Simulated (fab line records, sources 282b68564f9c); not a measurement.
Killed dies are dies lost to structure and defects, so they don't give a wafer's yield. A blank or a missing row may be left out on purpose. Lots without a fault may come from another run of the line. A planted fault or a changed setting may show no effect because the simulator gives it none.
fab line records | flow rit_cmos
record lots=6 wafers=18 last_day=7
route steps=202 shown ACTIVE@19 FOX1@20 FOX2@23 NWELL@28 M1@202
lots that met no fault: from a run of the same line without faults
start_h: hours from the record's first day to the start of the lot's first wafer shown | wait_h: hours since the lot's step before | " the same as in the row above | L1.1+2: a row that stands for several wafers | - no value, or no start given | * or withheld: withheld | < > ~ a bound
route shown NAME@n: a module of which the file shows steps, and the number in the route of the first | usual: mean/standard deviation of fault-free wafers | same: alike in all rows | chamber/n: place in a boat | sites: the reading at each site | _std_site: their standard deviation | _edge_site: outer sites' mean less inner sites' | radius_mm: how far each site lies from the wafer's centre | mask NAME#n: copy n | behind: the tool/chamber that last shaped the wafer | hold: why the lot was held/for how many hours/how that ended | device: the transistor (n, p or np) that didn't switch | end of line: the same wafers' tests at the end of the route | a step without rows: its recipe alone | killed: dies lost to structure and defects at the first sort, not the wafer's yield | map: a wafer's dies, x killed, . not, _ none there
set.NAME: the setting as run; set.NAME@STEP: as run at that earlier step | model.NAME: the simulator's own value behind a step, which no gauge read
lots at some steps of the route; a table a step, a row a wafer
services: from which hour (start_h, from the record's first day; less than 0 if before it) a tool's chamber was out of use, for how many hours, and why
## steps
# step RIT_ACTIVE_CLEAN_17
# recipe chemistry=SC2 mix=3:3:50 time_s=600 temp_c=75 dry=n2_spin
# step RIT_FOX1_OXIDATION_00
# recipe temp_c=1100 ambient=H2O target_thk_a=3507 p_h2o_torr=720 ox_time_s=1130
# step RIT_FOX1_THK_MEAS_01
# recipe reads=SiO2_of_FOX1_OXIDATION_00
# usual FOX1_OXIDE_THK=356/6.1
# columns lot.wafer tool chamber start_h wait_h FOX1_OXIDE_THK[nm]
L617.1 film_metro-03 - 16.85 0.0 354
L617.3 " - " " 360
L617.6 " - " " 353
L621.1 film_metro-04 - 37.00 0.0 358
L621.3 " - " " 360
L621.4 " - " " 355
L629.1 film_metro-01 - 77.54 0.0 354
L629.4 " - " " 357
L629.5 " - " " 356
L630.1 film_metro-04 - 81.82 0.0 358
L630.3 " - " " 352
L630.5 " - " " 355
L632.3 film_metro-04 - 93.07 0.0 362
L632.4 " - " " 363
L632.6 " - " " 363
L637.1 film_metro-04 - 119.44 0.0 359
L637.2 " - " " 359
L637.5 " - " " 363
# step RIT_FOX1_WET_ETCH_02
# recipe chemistry=BOE target_depth_nm=350 time_s=390 temp_c=21.5 dry=n2_spin dilution=10:1 target=SiO2
# step RIT_FOX2_OXIDATION_00
# recipe temp_c=1100 ambient=H2O target_thk_a=3507 p_h2o_torr=720 ox_time_s=1130
# step RIT_FOX2_THK_MEAS_01
# recipe reads=SiO2_of_FOX2_OXIDATION_00
# usual FOX2_OXIDE_THK=352/6.4
# columns lot.wafer tool chamber start_h wait_h FOX2_OXIDE_THK[nm]
L617.1 film_metro-01 - 18.36 0.0 350
L617.3 " - " " 344
L617.6 " - " " 345
L621.1 film_metro-02 - 38.50 0.0 350
L621.3 " - " " 358
L621.4 " - " " 352
L629.1 film_metro-01 - 79.03 0.0 353
L629.4 " - " " 365
L629.5 " - " " 364
L630.1 film_metro-02 - 83.44 0.1 352
L630.3 " - " " 349
L630.5 " - " " 348
L632.3 film_metro-01 - 94.87 0.0 355
L632.4 " - " " 350
L632.6 " - " " 350
L637.1 film_metro-01 - 120.93 0.0 353
L637.2 " - " " 355
L637.5 " - " " 361
# step RIT_FOX2_CLEAN_02
# recipe chemistry=dHF dilution=50:1 time_s=180
# step RIT_FOX2_WET_ETCH_03
# recipe chemistry=H3PO4 target=Si3N4 target_depth_nm=195 temp_c=165 time_s=2700
# step RIT_FOX2_THK_MEAS_90
# recipe reads=SiO2_of_FOX2_OXIDATION_00
# usual FIELD_OXIDE_LEFT_1_THK=325/6.4
# columns lot.wafer tool chamber start_h wait_h FIELD_OXIDE_LEFT_1_THK[nm]
L617.1 film_metro-04 - 19.31 0.0 323
L617.3 " - " " 317
L617.6 " - " " 318
L621.1 film_metro-02 - 39.39 0.0 323
L621.3 " - " " 331
L621.4 " - " " 326
L629.1 film_metro-01 - 79.91 0.0 326
L629.4 " - " " 338
L629.5 " - " " 337
L630.1 film_metro-02 - 84.32 0.0 324
L630.3 " - " " 322
L630.5 " - " " 321
L632.3 film_metro-04 - 96.50 0.0 328
L632.4 " - " " 323
L632.6 " - " " 322
L637.1 film_metro-04 - 121.81 0.0 325
L637.2 " - " " 327
L637.5 " - " " 333
# step RIT_NWELL_HMDS_00
# recipe prime_time_s=60 prime_temp_c=140
# step RIT_NWELL_COAT_01
# recipe resist=NOVOLAK spin_rpm=2000 resist_thk_nm=1300
# step RIT_NWELL_SOFTBAKE_02
# recipe resist=NOVOLAK temp_c=90 time_s=60
# step RIT_NWELL_EXPOSE_03
# recipe mask_id=M2 na=0.57 target_cd_nm=43900 dose_mj=250
# usual stage_vel_mm_s=500.01/0.28
# columns lot.wafer tool chamber start_h wait_h mask stage_vel_mm_s model.NWELL.overlay_x_nm
L617.1 iline_stepper-01 0 19.82 0.1 M2#0 500.19 1.642
L617.3 " 0 " " M2#0 499.86 1.642
L617.6 " 0 " " M2#0 499.97 1.642
L621.1 iline_stepper-02 0 39.90 0.1 M2#0 500.46 2.455
L621.3 " 0 " " M2#0 500.84 2.455
L621.4 " 0 " " M2#0 500.34 2.455
L629.1 iline_stepper-02 0 80.55 0.2 M2#0 500.28 -179.9
L629.4 " 0 " " M2#0 500.20 -179.9
L629.5 " 0 " " M2#0 500.35 -179.9
L630.1 iline_stepper-02 0 84.83 0.1 M2#0 499.72 -180.4
L630.3 " 0 " " M2#0 499.92 -180.4
L630.5 " 0 " " M2#0 499.64 -180.4
L632.3 iline_stepper-01 0 97.06 0.1 M2#0 499.40 -2.822
L632.4 " 0 " " M2#0 499.76 -2.822
L632.6 " 0 " " M2#0 499.67 -2.822
L637.1 iline_stepper-01 0 122.45 0.2 M2#0 500.38 -0.8538
L637.2 " 0 " " M2#0 499.75 -0.8538
L637.5 " 0 " " M2#0 499.80 -0.8538
# step RIT_NWELL_PEB_04
# recipe resist=NOVOLAK temp_c=withheld time_s=withheld
# step RIT_NWELL_DEVELOP_05
# recipe resist=NOVOLAK develop_time_s=68 dev_temp_c=24.16
# step RIT_NWELL_OVL_MEAS_06
# usual NWELL_OVL=1.8/1.3
# columns lot.wafer tool chamber start_h wait_h NWELL_OVL[nm]
L617.1 overlay-01 - 20.25 - 1.9
L617.3 " - " " 2.1
L617.6 " - " " 2.6
L621.1 overlay-02 - 40.33 - 3.6
L621.3 " - " " 3.9
L621.4 " - " " 4.1
L629.1 overlay-01 - 80.98 - -178.9
L629.4 " - " " -179.1
L629.5 " - " " -178.8
L630.1 overlay-01 - 85.26 - -178.5
L630.3 " - " " -177.1
L630.5 " - " " -178.6
L632.3 overlay-01 - 97.46 - -1.0
L632.4 " - " " 0.2
L632.6 " - " " 0.0
L637.1 overlay-01 - 122.88 - 0.2
L637.2 " - " " 2.4
L637.5 " - " " 1.0
# step RIT_NWELL_HARDBAKE_07
# recipe resist=NOVOLAK temp_c=140 time_s=120
# step RIT_M1_PROBE_99
# usual killed_at_front_end=7/3.1 killed_dies=7/3.1 killed_open=3.6/2 killed_short=3.5/2
# same gross_dies=264 killed_at_M0_to_M3=0 killed_at_M4_up=0 killed_at_back_side=0 killed_at_contacts=0 killed_at_other=0
# columns lot.wafer tool chamber start_h wait_h killed_at_front_end killed_dies killed_open killed_short model.etest.well_edge_right.line_ohm_um model.etest.well_edge_left.line_ohm_um
L617.1 prober-02 - 56.35 0.1 3 3 2 1 185.8 182.9
L617.3 prober-02 - 56.45 0.2 7 7 3 4 183.6 181.4
L617.6 prober-02 - 56.60 0.2 4 4 1 3 181.3 181.8
L621.1 prober-02 - 78.30 0.1 8 8 5 3 180.2 181.9
L621.3 prober-02 - 78.40 0.2 12 12 4 8 183.4 183.3
L621.4 prober-02 - 78.45 0.2 14 14 7 7 178.6 184.2
L629.1 prober-02 - 117.61 0.1 3 3 2 1 190.9 175
L629.4 prober-02 - 117.76 0.2 2 2 0 2 190.7 173.8
L629.5 prober-02 - 117.81 0.2 10 10 3 7 190.8 175.3
L630.1 prober-01 - 123.13 0.1 12 12 6 6 193.2 172.4
L630.3 prober-01 - 123.23 0.2 8 8 3 5 192.8 176.3
L630.5 prober-01 - 123.33 0.2 8 8 4 4 193 176.3
L632.3 prober-01 - 135.12 0.2 5 5 2 3 181 181.9
L632.4 prober-01 - 135.17 0.2 1 1 0 1 183.2 185.1
L632.6 prober-01 - 135.27 0.2 4 4 3 1 181.8 183.1
L637.1 prober-02 - 163.56 0.1 3 3 1 2 183.6 181.8
L637.2 prober-02 - 163.61 0.1 8 8 5 3 186.8 181.7
L637.5 prober-02 - 163.76 0.2 4 4 1 3 180.5 183.4
# killed by level:class
L617.1 GATE:geometric_particle:open=1 REOX:geometric_particle:short=1 REOX:geometric_particle:open=1
L617.3 REOX:geometric_particle:short=2 FOX1:geometric_particle:open=1 GATE:geometric_particle:short=1 REOX:geometric_particle:open=1 SPACER:geometric_particle:open=1 SPACER:geometric_particle:short=1
L617.6 SPACER:geometric_particle:short=2 FOX1:geometric_particle:short=1 GATE:geometric_particle:open=1
L621.1 SILICIDE:geometric_particle:open=3 GATE:geometric_particle:short=2 SPACER:geometric_particle:open=2 SPACER:geometric_particle:short=1
L621.3 SILICIDE:geometric_particle:short=4 SILICIDE:geometric_particle:open=3 SPACER:geometric_particle:short=2 GATE:geometric_particle:open=1 GATE:geometric_particle:short=1 REOX:geometric_particle:short=1
L621.4 GATE:geometric_particle:open=4 SILICIDE:geometric_particle:short=4 GATE:geometric_particle:short=3 FOX1:geometric_particle:open=1 REOX:geometric_particle:open=1 SILICIDE:geometric_particle:open=1
L629.1 REOX:geometric_particle:open=2 SILICIDE:geometric_particle:short=1
L629.4 GATE:geometric_particle:short=1 SILICIDE:geometric_particle:short=1
L629.5 FOX1:geometric_particle:short=4 FOX1:geometric_particle:open=1 FOX2:geometric_particle:short=1 FOX2:geometric_particle:open=1 GATE:geometric_particle:short=1 REOX:geometric_particle:open=1 SILICIDE:geometric_particle:short=1
L630.1 FOX2:geometric_particle:short=3 GATE:geometric_particle:open=3 GATE:geometric_particle:short=2 FOX1:geometric_particle:short=1 FOX2:geometric_particle:open=1 SPACER:geometric_particle:open=1 SILICIDE:geometric_particle:open=1
L630.3 ACTIVE:geometric_particle:short=1 FOX1:geometric_particle:short=1 GATE:geometric_particle:open=1 GATE:geometric_particle:short=1 REOX:geometric_particle:short=1 SPACER:geometric_particle:open=1 SILICIDE:geometric_particle:open=1 SILICIDE:geometric_particle:short=1
L630.5 GATE:geometric_particle:open=2 FOX1:geometric_particle:short=1 FOX2:geometric_particle:short=1 FOX2:geometric_particle:open=1 REOX:geometric_particle:short=1 SPACER:geometric_particle:open=1 SILICIDE:geometric_particle:short=1
L632.3 GATE:geometric_particle:open=2 REOX:geometric_particle:short=2 SPACER:geometric_particle:short=1
L632.4 GATE:geometric_particle:short=1
L632.6 GATE:geometric_particle:open=3 SILICIDE:geometric_particle:short=1
L637.1 GATE:geometric_particle:short=1 SPACER:geometric_particle:short=1 SPACER:geometric_particle:open=1
L637.2 FOX1:geometric_particle:open=3 FOX1:geometric_particle:short=2 GATE:geometric_particle:short=1 GATE:geometric_particle:open=1 REOX:geometric_particle:open=1
L637.5 SPACER:geometric_particle:short=2 FOX1:geometric_particle:short=1 SPACER:geometric_particle:open=1
## services
# columns tool chamber start_h hours kind
iline_stepper-01 - -1.93 8.9 pm
iline_stepper-02 - 7.00 1.7 pm
iline_stepper-02 - 96.81 14.0 repair
iline_stepper-01 - 110.81 1.7 pm
## key
first_sign step=RIT_NWELL_OVL_MEAS_06 reading=NWELL_OVL direction=down sigmas=99+ usual=1.8 struck=-178.5
effect none on later readings
model_effect step=RIT_NWELL_EXPOSE_03 value=NWELL.overlay_x_nm without=-0.1639 struck=-180.2
model_effect step=RIT_M1_PROBE_99 value=etest.well_edge_right.line_ohm_um without=181.8 struck=191.9
met_at RIT_NWELL_EXPOSE_03
struck_wafers L629.1,L629.4,L629.5,L630.1,L630.3,L630.5
tester_left_out L629,L630
onset_between 39.90 80.55
fault kind=scanner_matching_overlay tool=iline_stepper-02 chamber=- onset_h=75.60 steps=RIT_NWELL_EXPOSE_03 offset=-180
# tester_left_out: of these lots the tester's yield and bins aren't shown, on N5 and GAA mostly nor the transistor test; their killed dies are dies lost to structure and defects alone, not to doping, threshold or leakage, so they don't give the yield
